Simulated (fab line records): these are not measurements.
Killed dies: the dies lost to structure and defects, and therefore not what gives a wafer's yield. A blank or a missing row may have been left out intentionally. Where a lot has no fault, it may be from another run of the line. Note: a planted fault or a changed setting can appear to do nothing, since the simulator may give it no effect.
Split-lot study | flow berkeley cmos170 | on a route of 331 steps: 5 lots, 23 wafers read

## ON THE SPLIT
At UCB170_NWELL_IMPLANT_14, the setting energy kev was moved away from the recipe's 150 on 11 of the 23 wafers read, by -4.3% to +2.9%. All remaining wafers had this setting at the recipe value.

The reading is taken at the split's own step.

## THE READING
In nm, at UCB170_NWELL_IMPLANT_14: implant.drp nm, which is the simulator's own figure and was read by no gauge. No usual value for it is given in the file.

wafer  | tool, chamber at the split | energy kev as run | against the recipe | implant.drp nm, nm | against lot-mates on the recipe
L076.2 | implanter-04, 0            | 154.3             | +2.9%              | 64.07              | +1.35
L076.3 | implanter-04, 0            | 154.3             | +2.9%              | 64.07              | +1.35
L076.5 | implanter-04, 0            | 154.3             | +2.9%              | 64.07              | +1.35
L076.4 | implanter-04, 0            | 150               | recipe             | 62.72              | -
L076.6 | implanter-04, 0            | 150               | recipe             | 62.72              | -
L077.1 | implanter-02, 0            | 150               | recipe             | 62.72              | -
L077.3 | implanter-02, 0            | 150               | recipe             | 62.72              | -
L077.2 | implanter-02, 0            | 147.2             | -1.9%              | 61.81              | -0.91
L077.4 | implanter-02, 0            | 147.2             | -1.9%              | 61.81              | -0.91
L077.6 | implanter-02, 0            | 147.2             | -1.9%              | 61.81              | -0.91
L080.3 | implanter-02, 0            | 150               | recipe             | 62.72              | -
L080.4 | implanter-02, 0            | 150               | recipe             | 62.72              | -
L080.5 | implanter-02, 0            | 150               | recipe             | 62.72              | -
L079.1 | implanter-04, 0            | 150               | recipe             | 62.72              | -
L079.3 | implanter-04, 0            | 150               | recipe             | 62.72              | -
L079.6 | implanter-04, 0            | 150               | recipe             | 62.72              | -
L079.4 | implanter-04, 0            | 143.5             | -4.3%              | 60.59              | -2.13
L079.5 | implanter-04, 0            | 143.5             | -4.3%              | 60.59              | -2.13
L085.1 | implanter-03, 0            | 152.5             | +1.7%              | 63.51              | +0.79
L085.2 | implanter-03, 0            | 152.5             | +1.7%              | 63.51              | +0.79
L085.6 | implanter-03, 0            | 152.5             | +1.7%              | 63.51              | +0.79
L085.4 | implanter-03, 0            | 150               | recipe             | 62.72              | -
L085.5 | implanter-03, 0            | 150               | recipe             | 62.72              | -

FIT RESULTS
A straight line over all 23 wafers: implant.drp nm changes by +0.483 nm for each +1% of energy kev; r = +1.00; the points scatter about the line by 0.015 nm.
The same after taking each lot's own level away (the mean of its wafers on the recipe; 23 wafers): +0.483 nm for each +1%; r = +1.00; scatter 0.015 nm.
On that fit, the largest move of energy kev shifts the reading by 2.1 nm.
The lots' own levels span 62.720 to 62.720 nm.
The two slopes are in agreement: the lot-to-lot level therefore moves the slope only a little.
Check: with one of the wafers moved furthest among these (-4.3%) left out of the fit, the line predicts -2.09 nm for it against its lot-mates. It came out at -2.13 nm against them.

## THESE WAFERS: OTHER SPLITS
Note: prior to the reading, these wafers also went through further splits. Each is held against what the fit with the lots' levels taken away leaves over:
other split on the same wafers     | wafers away from the commonest value | r with implant.drp nm (lot level and that fit taken away)
UCB170_NWELL_COAT_07 resist thk nm | 11                                   | +0.07

## THE WHOLE CHAIN: every reading that the file lists as answering this split, in the file's order
step                    | what it does | reading                                                         | change (the file's fit)               | r (the file's)
UCB170_NWELL_IMPLANT_14 |              | implant.rp nm (the simulator's own value, which no gauge read)  | +1.96 nm for each +1% of the setting  | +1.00
UCB170_NWELL_IMPLANT_14 |              | implant.drp nm (the simulator's own value, which no gauge read) | +0.485 nm for each +1% of the setting | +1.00

## THE FILE'S OWN FIT
implant.drp nm changes by +0.485 nm for each +1% of energy kev, r = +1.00.
